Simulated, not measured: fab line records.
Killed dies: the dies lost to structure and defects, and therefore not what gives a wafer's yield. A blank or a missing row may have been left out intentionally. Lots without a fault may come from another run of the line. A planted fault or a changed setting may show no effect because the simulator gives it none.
A single fault, viewed from 2 desks / flow ritCmos / each desk holds nothing but its own numbers, with what lay behind them at the end

== THE TOOL OWNER'S DESK: pvdSputter-01 ==
The tool's own readings at RIT_M1_SPUTTER_00 (material Al, target thk 400 nm, time 500 s): means of the sampled wafers that have a number, for each lot that ran on this tool. A lot is out of limits, marked OUT, if its mean lies more than 4 standard deviations from the usual mean; the brackets give that distance.
Columns: A = cathodeDcPowerW at RIT_M1_SPUTTER_00, usual 2000.0 W; B = throttleValvePct at RIT_M1_SPUTTER_00, usual 29.4 %
lot=L885; first seen here=day 3 09:34; A=1999.7; B=29.6
lot=L887; first seen here=day 3 23:44; A=2000.5; B=29.4
lot=L889; first seen here=day 4 09:31; A=1999.8; B=28.9
lot=L891; first seen here=day 4 18:22; A=2000.0; B=29.6
lot=L894; first seen here=day 5 06:17; A=1999.9; B=29.6
lot=L895; first seen here=day 5 14:55; A=2000.2; B=30.0
lot=L897; first seen here=day 5 23:44; A=2000.2; B=30.1
Finding of this desk: none of the 7 lots has anything out of limits.

== THE METROLOGY DESK ==
Means of the sampled wafers that have a number, per lot and without regard to the tool the lot ran on: this is what the gauges read. A lot is out of limits, marked OUT, if its mean lies more than 4 standard deviations from the usual mean; the brackets give that distance.
Columns: A = M1_AL_RS at RIT_M1_RS_MEAS_01, usual 0.0736 ohm/sq; B = M1_AL_THK at RIT_M1_THK_MEAS_02, usual 409 nm
lot=L885; first seen here=day 3 09:52; A=0.0738; B=406
lot=L886; first seen here=day 3 20:29; A=0.0736; B=409
lot=L887; first seen here=day 4 00:03; A=0.0738; B=406
lot=L888; first seen here=day 4 02:59; A=0.0733; B=415
lot=L889; first seen here=day 4 09:50; A=0.0737; B=409
lot=L891; first seen here=day 4 18:39; A=0.0747; B=400
lot=L894; first seen here=day 5 06:38; A=0.0828 (+16) OUT; B=372 (-9.1) OUT
lot=L895; first seen here=day 5 15:13; A=0.0831 (+17) OUT; B=374 (-8.6) OUT
lot=L897; first seen here=day 6 00:03; A=0.0874 (+25) OUT; B=354 (-13) OUT
lot=L900; first seen here=day 6 11:47; A=0.0731; B=411
lot=L901; first seen here=day 6 15:06; A=0.0736; B=408
lot=L903; first seen here=day 7 06:22; A=0.0737; B=412
lot=L905; first seen here=day 7 16:35; A=0.0728; B=412
lot=L908; first seen here=day 8 01:58; A=0.0740; B=403
This desk reports L894, L895, L897 out of limits; the earliest was L894 at day 5 06:38 (M1_AL_RS at RIT_M1_RS_MEAS_01). Within limits: L885, L886, L887, L888, L889, L891, L900, L901, L903, L905, L908.

== TAKEN TOGETHER ==
On L894, L895, L897, the metrology desk was in a position to raise an alarm at day 5 06:38.
The desk of the tool owner found nothing out of limits.
The tool owner's desk has L894, L895, L897 on record, within its limits.
Of the lots named, all ran RIT_M1_SPUTTER_00 on pvdSputter-01.

== WHAT WAS PUT IN BY THE SIMULATOR ==
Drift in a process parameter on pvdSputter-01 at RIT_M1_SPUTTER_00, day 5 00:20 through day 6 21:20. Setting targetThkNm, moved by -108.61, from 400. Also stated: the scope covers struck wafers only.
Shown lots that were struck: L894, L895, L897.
Delay in hours, fault start to first out-of-limits reading, per desk: metrology desk 6.
